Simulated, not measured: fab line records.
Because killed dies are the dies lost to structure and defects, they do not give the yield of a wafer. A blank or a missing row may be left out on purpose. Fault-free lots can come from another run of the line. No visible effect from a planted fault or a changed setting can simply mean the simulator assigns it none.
fab line records ; flow berkeley_cmos170
record: lots: 7; wafers: 21; last_day: 11
route steps=331 shown CONTACT@222
lots untouched by any fault: they come from a run of this same line in which no faults occurred
start_h: hours from the record's opening day to when the first of the lot's shown wafers began ; wait_h: how many hours have passed since the lot's step before this one ; " identical to the entry in the row above ; L1.1+2: a single row standing in for several wafers ; - no value, or no start given ; * or withheld: withheld ; < > ~ a bound
route shown NAME@n: NAME is a module with steps in the file, n the number in the route of the first one ; usual: average and standard deviation across the fault-free wafers ; same: alike in all rows ; chamber/n: place in a boat ; sites: readings site by site ; _std_site: standard deviation across them ; _edge_site: outer sites' mean less inner sites' ; radius_mm: how far each site lies from the wafer's centre ; mask NAME#n: copy n ; behind: the most recent tool/chamber to have shaped the wafer ; hold: what put the lot on hold/how long, in hours/how the hold closed ; device: the transistor (n, p or np) that didn't switch ; end of line: the same wafers' tests at the end of the route ; for a step that has no rows: nothing shown but its recipe ; killed: count of dies lost to structure and defects at first sort (not the wafer's yield) ; map: dies across one wafer; x = killed, . = not, _ = none there
set.NAME: the setting that was run; set.NAME@STEP: the one run at that earlier step ; model.NAME: the simulator's own value behind a step, which no gauge read
lots at some steps of the route; a table a step, a row a wafer
services: the hour from which a tool's chamber was out of use, counted from the record's first day as start_h (under 0 if before that day), plus the number of hours and why
== steps ==
step: UCB170_CONTACT_STRIP_06
recipe: chemistry: O2; power_w: 400; pressure_mtorr: 3500; platen_temp_c: withheld; o2_flow_sccm: 400; overash_fraction: 0.5
usual: drypump_motor_current_A: 5.56/0.14; oes_product_au: 0.735/0.0044; strip_time_to_endpoint_s: 21.96/0.058
lot.wafer;tool;chamber;start_h;wait_h;drypump_motor_current_A;oes_product_au;rf_hours_counter_h;strip_time_to_endpoint_s
L632.2;plasma_asher-03;0;167.52;0.1;5.47;0.729;39;22.00
L632.3;plasma_asher-03;1;167.52;0.1;5.68;0.731;-;21.97
L632.6;plasma_asher-03;1;167.52;0.1;5.70;0.738;-;22.03
L638.3;plasma_asher-03;1;193.78;0.1;5.71;0.733;-;21.93
L638.4;plasma_asher-03;0;193.78;0.1;5.48;0.731;-;21.94
L638.6;plasma_asher-03;1;193.78;0.1;5.70;0.735;-;21.99
L636.1;plasma_asher-02;1;193.94;0.1;5.55;0.733;48;21.95
L636.2;plasma_asher-02;0;193.94;0.1;5.90;0.738;48;21.93
L636.3;plasma_asher-02;0;193.94;0.1;5.87;0.728;-;21.94
L637.2;plasma_asher-01;1;196.29;0.1;5.51;0.744;9;22.02
L637.4;plasma_asher-01;1;196.29;0.1;5.50;0.743;-;21.94
L637.6;plasma_asher-01;1;196.29;0.1;5.51;0.735;-;21.98
L644.1;plasma_asher-02;0;221.59;0.1;5.83;0.738;51;21.99
L644.3;plasma_asher-02;0;221.59;0.1;5.86;0.737;-;22.07
L644.5;plasma_asher-02;0;221.59;0.1;5.85;0.724;-;22.00
L647.2;plasma_asher-03;0;246.41;0.1;5.51;0.733;49;21.96
L647.4;plasma_asher-03;1;246.41;0.1;5.71;0.730;-;21.92
L647.6;plasma_asher-03;0;246.41;0.1;5.48;0.744;-;21.92
L648.2;plasma_asher-03;0;247.31;0.1;5.46;0.736;49;21.88
L648.3;plasma_asher-03;1;247.31;0.1;5.70;0.737;-;21.95
L648.6;plasma_asher-03;1;247.31;0.1;5.73;0.732;-;21.92
step: UCB170_CONTACT_CLEAN_07
recipe: chemistry: SPM; temp_c: 120; time_s: 600
step: UCB170_CONTACT_RTA_08
recipe: temp_c: 900; time_s: 10; ambient: N2
usual: chamber_o2_ppm: 2.008/0.024; lamp_power_pct: 25.3/0.69; wafer_temp_C_max: 904.6/0.85
lot.wafer;tool;chamber;start_h;wait_h;chamber_o2_ppm;lamp_power_pct;wafer_temp_C_max
L632.2;rtp_anneal-02;0;167.81;0.0;1.981;26.1;903.9
L632.3;rtp_anneal-02;0;167.81;0.0;1.982;26.1;904.9
L632.6;rtp_anneal-02;0;167.81;0.0;1.995;26.1;905.1
L638.3;rtp_anneal-01;0;194.04;0.0;2.016;24.7;903.5
L638.4;rtp_anneal-01;0;194.04;0.0;2.073;24.7;903.8
L638.6;rtp_anneal-01;0;194.04;0.0;2.016;24.7;904.3
L636.1;rtp_anneal-01;0;194.25;0.0;2.020;24.7;902.9
L636.2;rtp_anneal-01;0;194.25;0.0;2.027;24.7;904.0
L636.3;rtp_anneal-01;0;194.25;0.0;2.010;24.7;906.1
L637.2;rtp_anneal-02;0;196.58;0.0;1.994;26.1;906.1
L637.4;rtp_anneal-02;0;196.58;0.0;1.998;26.2;904.6
L637.6;rtp_anneal-02;0;196.58;0.0;2.017;26.2;904.3
L644.1;rtp_anneal-02;0;223.67;0.1;2.027;26.1;904.2
L644.3;rtp_anneal-02;0;223.67;0.1;2.005;26.1;904.3
L644.5;rtp_anneal-02;0;223.67;0.1;2.027;26.1;904.1
L647.2;rtp_anneal-02;0;246.78;0.0;1.968;26.1;904.7
L647.4;rtp_anneal-02;0;246.78;0.0;1.998;26.1;902.1
L647.6;rtp_anneal-02;0;246.78;0.0;1.968;26.1;903.2
L648.2;rtp_anneal-02;0;247.59;0.0;1.977;26.1;904.7
L648.3;rtp_anneal-02;0;247.59;0.0;1.970;26.1;904.9
L648.6;rtp_anneal-02;0;247.59;0.0;1.953;26.1;905.2
step: UCB170_CONTACT_COAT_09
recipe: resist: BARC; temp_c: withheld; time_s: withheld; spin_rpm: 3000; resist_thk_nm: withheld
step: UCB170_CONTACT_COAT_10
recipe: resist: KrF; spin_rpm: 1500; resist_thk_nm: 900
step: UCB170_CONTACT_SOFTBAKE_11
recipe: resist: KrF; temp_c: 130; time_s: 60
step: UCB170_CONTACT_EXPOSE_12
recipe: mask_id: CONT; target_cd_nm: 700; na: 0.5; sigma_outer: 0.6; source_shape: conventional; dose_mj: 35
step: UCB170_CONTACT_PEB_13
recipe: peb_temp_c: 130; peb_time_s: withheld; resist: KrF
step: UCB170_CONTACT_DEVELOP_14
recipe: developer: TMAH; develop_time_s: 45; resist: KrF; dev_temp_c: 21
step: UCB170_CONTACT_CD_MEAS_15
recipe: target_cd_nm: 700
usual: cd_nm: 700.0/1.4
lot.wafer;tool;chamber;start_h;wait_h;cd_nm
L632.2;cd_sem-02;-;169.11;-;699.2
L632.3;cd_sem-02;-;169.11;-;699.0
L632.6;cd_sem-02;-;169.11;-;700.2
L638.3;cd_sem-01;-;196.25;-;701.1
L638.4;cd_sem-01;-;196.25;-;701.9
L638.6;cd_sem-01;-;196.25;-;701.0
L636.1;cd_sem-01;-;196.47;-;700.9
L636.2;cd_sem-01;-;196.47;-;700.6
L636.3;cd_sem-01;-;196.47;-;699.2
L637.2;cd_sem-01;-;198.01;-;701.2
L637.4;cd_sem-01;-;198.01;-;700.1
L637.6;cd_sem-01;-;198.01;-;701.8
L644.1;cd_sem-01;-;225.66;-;698.0
L644.3;cd_sem-01;-;225.66;-;697.3
L644.5;cd_sem-01;-;225.66;-;698.5
L647.2;cd_sem-01;-;249.20;-;697.3
L647.4;cd_sem-01;-;249.20;-;700.2
L647.6;cd_sem-01;-;249.20;-;699.5
L648.2;cd_sem-01;-;250.23;-;696.7
L648.3;cd_sem-01;-;250.23;-;697.6
L648.6;cd_sem-01;-;250.23;-;697.0
step: UCB170_CONTACT_OVL_MEAS_16
usual: CONTACT_OVL: -5/5
lot.wafer;tool;chamber;start_h;wait_h;CONTACT_OVL[nm]
L632.2;overlay-02;-;169.21;0.1;1
L632.3;overlay-02;-;169.21;0.1;-1
L632.6;overlay-02;-;169.21;0.1;1
L638.3;overlay-01;-;196.35;0.1;0
L638.4;overlay-01;-;196.35;0.1;-9
L638.6;overlay-01;-;196.35;0.1;-8
L636.1;overlay-01;-;196.59;0.1;-1
L636.2;overlay-01;-;196.59;0.1;-1
L636.3;overlay-01;-;196.59;0.1;-6
L637.2;overlay-02;-;198.12;0.1;-13
L637.4;overlay-02;-;198.12;0.1;-7
L637.6;overlay-02;-;198.12;0.1;-7
L644.1;overlay-01;-;225.78;0.1;1
L644.3;overlay-01;-;225.78;0.1;-1
L644.5;overlay-01;-;225.78;0.1;-1
L647.2;overlay-02;-;249.31;0.1;-6
L647.4;overlay-02;-;249.31;0.1;-6
L647.6;overlay-02;-;249.31;0.1;-3
L648.2;overlay-01;-;250.33;0.1;-4
L648.3;overlay-01;-;250.33;0.1;7
L648.6;overlay-01;-;250.33;0.1;1
step: UCB170_CONTACT_ETCH_17
recipe: chemistry: N2/H2; target_depth_a: withheld; overetch_a: withheld; target: BARC; time_s: withheld; source_w: 500; bias_w: 100; pressure_mtorr: 30; n2_flow_sccm: 100; h2_flow_sccm: 200
usual: bias_w: 100.01/0.3; chamber_pressure_mTorr: 30.00/0.031; drypump_motor_current_A: 5.9/0.4; oes_product_au: 0.988/0.019; throttle_valve_pct: 13.39/0.14
lot.wafer;tool;chamber;start_h;wait_h;bias_w;chamber_pressure_mTorr;drypump_motor_current_A;oes_product_au;throttle_valve_pct
L632.2;rie_diel-04;0;169.24;0.0;100.25;29.95;5.9;0.997;13.43
L632.3;rie_diel-04;2;169.24;0.0;100.19;29.96;6.2;0.993;13.51
L632.6;rie_diel-04;0;169.24;0.0;99.88;30.00;5.9;0.986;13.43
L638.3;rie_diel-02;0;196.37;0.0;99.73;29.99;6.0;0.977;13.32
L638.4;rie_diel-02;2;196.37;0.0;100.10;30.06;6.4;0.962;13.45
L638.6;rie_diel-02;3;196.37;0.0;100.14;30.06;5.5;0.981;13.41
L636.1;rie_diel-03;2;196.63;0.0;100.05;29.99;5.8;0.971;13.43
L636.2;rie_diel-03;0;196.63;0.0;100.12;29.99;6.5;0.985;13.23
L636.3;rie_diel-03;1;196.63;0.0;99.71;29.97;5.4;1.019;13.21
L637.2;rie_diel-02;2;198.15;0.0;100.52;29.98;6.4;0.966;13.44
L637.4;rie_diel-02;1;198.15;0.0;99.81;29.99;5.9;1.005;13.52
L637.6;rie_diel-02;2;198.15;0.0;100.41;30.01;6.4;0.953;13.42
L644.1;rie_diel-04;2;225.82;0.0;100.31;29.97;6.2;0.993;13.51
L644.3;rie_diel-04;3;225.82;0.0;99.41;29.94;5.3;0.995;13.00
L644.5;rie_diel-04;0;225.82;0.0;100.38;30.09;5.9;0.981;13.43
L647.2;rie_diel-03;1;249.34;0.0;99.77;29.99;5.4;1.027;13.23
L647.4;rie_diel-03;3;249.34;0.0;99.56;30.04;5.6;0.996;13.49
L647.6;rie_diel-03;1;249.34;0.0;100.23;30.01;5.4;1.026;13.24
L648.2;rie_diel-04;3;250.36;0.0;100.14;30.01;5.3;0.996;12.99
L648.3;rie_diel-04;1;250.36;0.0;99.92;29.92;6.4;1.003;13.55
L648.6;rie_diel-04;0;250.36;0.0;100.31;29.97;5.9;0.975;13.42
step: UCB170_CONTACT_ETCH_18
recipe: chemistry: CHF3/CF4/Ar; target: PSG; stop_on: TiSi2; CHF3_flow_sccm: 45; cf4_flow_sccm: 15; Ar_flow_sccm: 150; pressure_mtorr: 200; rf_w: 700; target_depth_a: 8400; over_etch_frac: 0.2; time_s: 195
usual: CHF3_flow_sccm: 44.97/0.16; cf4_flow_sccm: 14.99/0.048; drypump_motor_current_A: 5.9/0.4; oes_product_au: 0.888/0.015; throttle_valve_pct: 6.98/0.12
lot.wafer;tool;chamber;start_h;wait_h;CHF3_flow_sccm;cf4_flow_sccm;drypump_motor_current_A;oes_product_au;rf_hours_counter_h;throttle_valve_pct;model.KrF_of_CONTACT_COAT_10.thk_nm
L632.2;rie_diel-04;0;169;-;44.82;14.93;5.9;0.865;17;6.99;692.1
L632.3;rie_diel-04;2;169;-;44.91;14.88;6.3;0.905;141;6.95;696.1
L632.6;rie_diel-04;0;169;-;44.71;14.91;5.9;0.884;-;7.00;688.9
L638.3;rie_diel-02;0;196;-;-;-;-;-;-;-;888.6
L638.4;rie_diel-02;2;196;-;-;-;-;-;-;-;888
L638.6;rie_diel-02;3;196;-;-;-;-;-;-;-;888.2
L636.1;rie_diel-03;2;196;-;-;-;-;-;-;-;885.8
L636.2;rie_diel-03;0;196;-;-;-;-;-;-;-;884.2
L636.3;rie_diel-03;1;196;-;-;-;-;-;-;-;887.6
L637.2;rie_diel-02;2;198;-;-;-;-;-;-;-;882.4
L637.4;rie_diel-02;1;198;-;-;-;-;-;-;-;888.9
L637.6;rie_diel-02;2;198;-;-;-;-;-;-;-;886.2
L644.1;rie_diel-04;2;225;-;44.83;15.05;6.3;0.897;143;6.96;695
L644.3;rie_diel-04;3;225;-;44.84;14.99;5.3;0.890;17;6.76;692.4
L644.5;rie_diel-04;0;225;-;44.71;14.99;5.9;0.872;-;7.00;696
L647.2;rie_diel-03;1;249;-;45.12;14.98;5.3;0.916;17;6.90;688.2
L647.4;rie_diel-03;3;249;-;44.81;15.02;5.6;0.900;8;7.00;693.9
L647.6;rie_diel-03;1;249;-;45.15;15.02;5.3;0.905;-;6.91;686.4
L648.2;rie_diel-04;3;250;-;44.94;14.90;5.3;0.897;19;6.75;689.4
L648.3;rie_diel-04;1;250;-;45.08;15.08;6.3;0.893;24;6.97;687.6
L648.6;rie_diel-04;0;250;-;45.22;14.95;5.9;0.873;-;6.98;687.4
step: UCB170_CONTACT_STRIP_19
recipe: chemistry: O2; power_w: 400; pressure_mtorr: 3500; platen_temp_c: withheld; o2_flow_sccm: 400; overash_fraction: 0.5
usual: drypump_motor_current_A: 5.59/0.16; oes_product_au: 0.726/0.0049
lot.wafer;tool;chamber;start_h;wait_h;drypump_motor_current_A;oes_product_au;rf_hours_counter_h
L632.2;plasma_asher-02;1;169.41;-;5.57;0.731;45
L632.3;plasma_asher-02;0;169.41;-;5.87;0.722;-
L632.6;plasma_asher-02;1;169.41;-;5.56;0.731;-
L638.3;plasma_asher-02;1;196.57;-;5.52;0.722;-
L638.4;plasma_asher-02;0;196.57;-;5.88;0.728;-
L638.6;plasma_asher-02;1;196.57;-;5.53;0.726;-
L636.1;plasma_asher-03;1;196.80;-;5.71;0.727;43
L636.2;plasma_asher-03;0;196.80;-;5.48;0.726;43
L636.3;plasma_asher-03;0;196.80;-;5.48;0.726;-
L637.2;plasma_asher-01;0;198.32;-;5.41;0.729;9
L637.4;plasma_asher-01;0;198.32;-;5.43;0.721;-
L637.6;plasma_asher-01;1;198.32;-;5.49;0.729;-
L644.1;plasma_asher-03;0;225.98;-;5.49;0.725;46
L644.3;plasma_asher-03;1;225.98;-;5.71;0.726;-
L644.5;plasma_asher-03;0;225.98;-;5.51;0.720;-
L647.2;plasma_asher-02;0;249.51;-;5.89;0.731;54
L647.4;plasma_asher-02;1;249.51;-;5.55;0.720;-
L647.6;plasma_asher-02;1;249.51;-;5.55;0.721;-
L648.2;plasma_asher-02;0;250.53;-;5.88;0.732;54
L648.3;plasma_asher-02;0;250.53;-;5.89;0.727;-
L648.6;plasma_asher-02;0;250.53;-;5.87;0.730;-
step: UCB170_CONTACT_CD_MEAS_90
recipe: target_cd_nm: 700
usual: cd_nm: 700.1/1.6
lot.wafer;tool;chamber;start_h;wait_h;cd_nm
L632.2;cd_sem-01;-;169.53;0.1;700.8
L632.3;cd_sem-01;-;169.53;0.1;699.4
L632.6;cd_sem-01;-;169.53;0.1;701.2
L638.3;cd_sem-02;-;196.70;0.1;-
L638.4;cd_sem-02;-;196.70;0.1;-
L638.6;cd_sem-02;-;196.70;0.1;-
L636.1;cd_sem-02;-;196.90;0.1;-
L636.2;cd_sem-02;-;196.90;0.1;-
L636.3;cd_sem-02;-;196.90;0.1;-
L637.2;cd_sem-02;-;198.44;0.1;-
L637.4;cd_sem-02;-;198.44;0.1;-
L637.6;cd_sem-02;-;198.44;0.1;-
L644.1;cd_sem-01;-;226.13;0.1;697.8
L644.3;cd_sem-01;-;226.13;0.1;698.4
L644.5;cd_sem-01;-;226.13;0.1;700.2
L647.2;cd_sem-01;-;249.63;0.1;699.2
L647.4;cd_sem-01;-;249.63;0.1;698.2
L647.6;cd_sem-01;-;249.63;0.1;700.7
L648.2;cd_sem-02;-;250.65;0.1;697.3
L648.3;cd_sem-02;-;250.65;0.1;697.5
L648.6;cd_sem-02;-;250.65;0.1;698.3
step: UCB170_CONTACT_CLEAN_20
recipe: chemistry: SPM; temp_c: 120; time_s: 600
== services ==
tool;chamber;start_h;hours;kind
rie_diel-03;0;164.36;-;clean
rie_diel-03;0;164.36;23.3;scheduled_down
rie_diel-03;0;164.36;23.3;vent_cycle
rie_diel-02;1;168.39;8.0;repair
rie_diel-04;1;179.49;4.3;repair
plasma_asher-02;-;197.89;0.8;repair
rtp_anneal-02;-;210.76;2.5;repair
rie_diel-04;2;232.41;-;clean
rie_diel-04;2;232.41;16.2;scheduled_down
rie_diel-04;2;232.41;16.2;vent_cycle
rie_diel-02;-;233.14;2.8;pm
plasma_asher-02;-;237.39;1.4;repair
== key ==
first_sign: step: UCB170_CONTACT_ETCH_18; reading: tool_record; direction: missing
effect: step: UCB170_CONTACT_CD_MEAS_90; reading: cd_nm; direction: missing
model_effect: step: UCB170_CONTACT_ETCH_18; value: KrF_of_CONTACT_COAT_10.thk_nm; without: 695.4; struck: 886.7
met_at UCB170_CONTACT_ETCH_18
struck_wafers L636.1,L636.2,L636.3,L637.2,L637.4,L637.6,L638.3,L638.4,L638.6
later_rows_left_out L636.1,L636.2,L636.3,L637.2,L637.4,L637.6,L638.3,L638.4,L638.6
sort_left_out L636.1,L636.2,L636.3,L637.2,L637.4,L637.6,L638.3,L638.4,L638.6
tester_left_out L636,L637,L638
fault: kind: skipped_step_whole; tool: rie_diel-02,rie_diel-03; chamber: -; onset_h: 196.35; steps: UCB170_CONTACT_ETCH_18; scope: struck_lots_only
tester_left_out: of these lots the tester's yield and bins aren't shown, on N5 and GAA mostly nor the transistor test; their killed dies are dies lost to structure and defects alone, not to doping, threshold or leakage, so they don't give the yield
sort_left_out: the simulated sort isn't trusted on such a fault, so these wafers' sort isn't shown, and their yield isn't known
later_rows_left_out: the simulator's readings of these wafers behind a module that went badly wrong aren't trusted and aren't shown, but for the sort
